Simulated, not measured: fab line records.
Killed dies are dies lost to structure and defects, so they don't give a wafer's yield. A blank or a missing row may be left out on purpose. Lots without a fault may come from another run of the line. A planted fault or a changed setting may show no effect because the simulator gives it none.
2 desks, one fault + flow rit cmos + each desk has only its own numbers; what lay behind them comes last

== AT THE METROLOGY DESK ==
Lot by lot, what the gauges showed, no matter which tool ran the lot: averages of those sampled wafers that carry a number. A lot is out of limits, marked OUT, if its mean lies more than 4 standard deviations from the usual mean; the brackets give that distance.
Columns: A = ACTIVE_OXIDE_THK at RIT_ACTIVE_THK_MEAS_02, usual 46.1 nm; B = cd nm at RIT_M1_CD_MEAS_90, usual 2600 nm
| lot  | first seen here | A              | B    |
|------|-----------------|----------------|------|
| L342 | day 1 12:58     | 47.3           | 2600 |
| L343 | day 1 17:46     | 46.5           | 2600 |
| L344 | day 1 22:30     | 45.9           | 2595 |
| L346 | day 2 08:03     | 45.1           | 2602 |
| L347 | day 2 13:23     | 46.4           | 2599 |
| L348 | day 2 19:27     | 46.5           | 2607 |
| L349 | day 3 03:35     | 46.6           | 2598 |
| L350 | day 3 07:05     | 57.9 (+16) OUT | 2602 |
| L351 | day 3 10:19     | 58.0 (+16) OUT | 2600 |
| L353 | day 3 19:03     | 58.6 (+17) OUT | 2602 |
| L357 | day 4 15:20     | 46.0           | 2600 |
| L358 | day 4 22:15     | 46.5           | 2597 |
| L360 | day 5 06:34     | 45.0           | 2599 |
| L363 | day 5 22:05     | 46.3           | 2598 |
| L364 | day 6 02:04     | 45.9           | 2594 |
Finding of this desk: L350, L351, L353 out of limits, first seen on L350 at day 3 07:05 (ACTIVE_OXIDE_THK at RIT_ACTIVE_THK_MEAS_02). In limits: L342, L343, L344, L346, L347, L348, L349, L357, L358, L360, L363, L364.

== THE TOOL OWNER'S DESK: furnace-03 ==
The tool's own readings at RIT_ACTIVE_OXIDATION_01 (target thk 46.8 nm, ox time 3360 s): means of the sampled wafers that have a number, for each lot that ran on this tool. A lot is out of limits, marked OUT, if its mean lies more than 4 standard deviations from the usual mean; the brackets give that distance.
Columns: A = spike tc centre C at RIT_ACTIVE_OXIDATION_01, usual 1002.7 C; B = spike tc load C at RIT_ACTIVE_OXIDATION_01, usual 1028.3 C; C = spike tc source C at RIT_ACTIVE_OXIDATION_01, usual 1026.0 C; D = tube center temp C at RIT_ACTIVE_OXIDATION_01, usual 999.99 C; E = tube_center_temp_C_max at RIT_ACTIVE_OXIDATION_01, usual 1002.6; F = zone power source pct at RIT_ACTIVE_OXIDATION_01, usual 34 %
| lot  | first seen here | A                | B                | C                | D                         | E                | F  |
|------|-----------------|------------------|------------------|------------------|---------------------------|------------------|----|
| L343 | day 1 15:50     | 1005.4           | 1029.9           | 1024.1           | 999.95                    | 1002.5           | 31 |
| L348 | day 2 17:31     | 1005.7           | 1030.3           | 1025.0           | 999.99                    | 1002.5           | 31 |
| L349 | day 3 01:39     | 1005.2           | 1031.0           | 1024.7           | 999.96                    | 1002.5           | 31 |
| L350 | day 3 05:08     | 1031.6 (+12) OUT | 1055.0 (+14) OUT | 1050.3 (+12) OUT | 1025.00 (+99 or more) OUT | 1027.9 (+59) OUT | 33 |
| L351 | day 3 08:23     | 1030.0 (+11) OUT | 1054.9 (+14) OUT | 1049.8 (+11) OUT | 1025.00 (+99 or more) OUT | 1027.4 (+58) OUT | 33 |
| L353 | day 3 17:07     | 1030.4 (+12) OUT | 1056.1 (+15) OUT | 1049.6 (+11) OUT | 1024.93 (+99 or more) OUT | 1027.5 (+58) OUT | 33 |
This desk's verdict: out of limits on L350, L351, L353, starting with L350 at day 3 05:08 (spike tc centre C at RIT_ACTIVE_OXIDATION_01). In limits: L343, L348, L349.

== ALL TOGETHER ==
At day 3 05:08, on L350, L351, L353, the tool owner's desk was in a position to raise an alarm.
The metrology desk could have raised an alarm at day 3 07:05, on L350, L351, L353.
All the named lots went through RIT_ACTIVE_OXIDATION_01 on furnace-03.

== WHAT WAS PUT IN BY THE SIMULATOR ==
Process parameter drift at RIT_ACTIVE_OXIDATION_01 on furnace-03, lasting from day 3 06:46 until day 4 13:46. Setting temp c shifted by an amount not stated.
Lots struck among those shown: L350, L351, L353.
